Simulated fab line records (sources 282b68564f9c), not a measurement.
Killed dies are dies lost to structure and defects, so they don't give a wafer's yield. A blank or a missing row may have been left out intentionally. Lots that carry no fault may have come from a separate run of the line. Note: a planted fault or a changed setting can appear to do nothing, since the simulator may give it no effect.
What tool caused it? + flow rit_cmos + Sampling: 6 lots, 18 wafers, 2 of 202 route steps

WHAT THE GAUGES SHOWED, per wafer
RIT_ACTIVE_CD_MEAS_11: target cd 1400 nm.
| lot  | measured    | on        | cd_nm (nm)           |
|------|-------------|-----------|----------------------|
| L265 | day 1 20:51 | cd_sem-01 | 1395.8 1394.0 1395.1 |
| L267 | day 2 06:31 | cd_sem-02 | 1399.6 1398.5 1399.8 |
| L279 | day 4 17:29 | cd_sem-02 | 1337.9 1338.2 1337.4 |
| L281 | day 5 03:43 | cd_sem-02 | 1402.8 1402.9 1405.0 |
| L285 | day 5 23:26 | cd_sem-02 | 1400.8 1399.3 1400.5 |
| L287 | day 6 09:26 | cd_sem-02 | 1401.4 1399.8 1400.8 |

WHAT TOOL EACH LOT RAN ON (gives the tool, then ch and the chambers of the sampled wafers, and finally the start)
| lot  | RIT_ACTIVE_COAT_06               |
|------|----------------------------------|
| L265 | litho_track-02 ch 0, day 1 20:09 |
| L267 | litho_track-02 ch 0, day 2 05:49 |
| L279 | litho_track-04 ch 0, day 4 16:47 |
| L281 | litho_track-03 ch 0, day 5 02:47 |
| L285 | litho_track-02 ch 0, day 5 22:44 |
| L287 | litho_track-03 ch 0, day 6 08:44 |
- RIT_ACTIVE_COAT_06: resist thk 1000 nm.

THE ANSWER, worked out from the rows above alone
Rule: the lots themselves supply what counts as usual. Put in order of their means at a reading, lots are off if they are a third of the lots or fewer, leave a main group of 4 or more, and stand apart from it by a gap of 3 or more times the standard deviation of the main group's means; of several such gaps the widest counts. Not used: any main group whose means are identical at the precision the tables above print for the reading. Also off: a lot with no number at a reading for which 4 or more lots have one. Any other lot the step has rows for is counted as sound.
Off: L279 (RIT_ACTIVE_CD_MEAS_11, cd_nm). The main group: mean 1399.7 nm, standard deviation 2.8.
A tool fits if, at a process step before that reading, it ran every lot that is off, and no sound lot after the first of them. Gauges at RIT_ACTIVE_CD_MEAS_11: tried the same way as those tools. One fits: litho_track-04 at RIT_ACTIVE_COAT_06. It ran no sound lot before its first lot that is off in this sample, so the start can't be narrowed down.

WHAT THE SIMULATOR HAD INSERTED
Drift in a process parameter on litho_track-04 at RIT_ACTIVE_COAT_06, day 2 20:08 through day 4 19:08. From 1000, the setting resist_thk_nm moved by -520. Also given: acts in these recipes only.
Shown lots that were struck: L279. The rule given above showed the same thing.
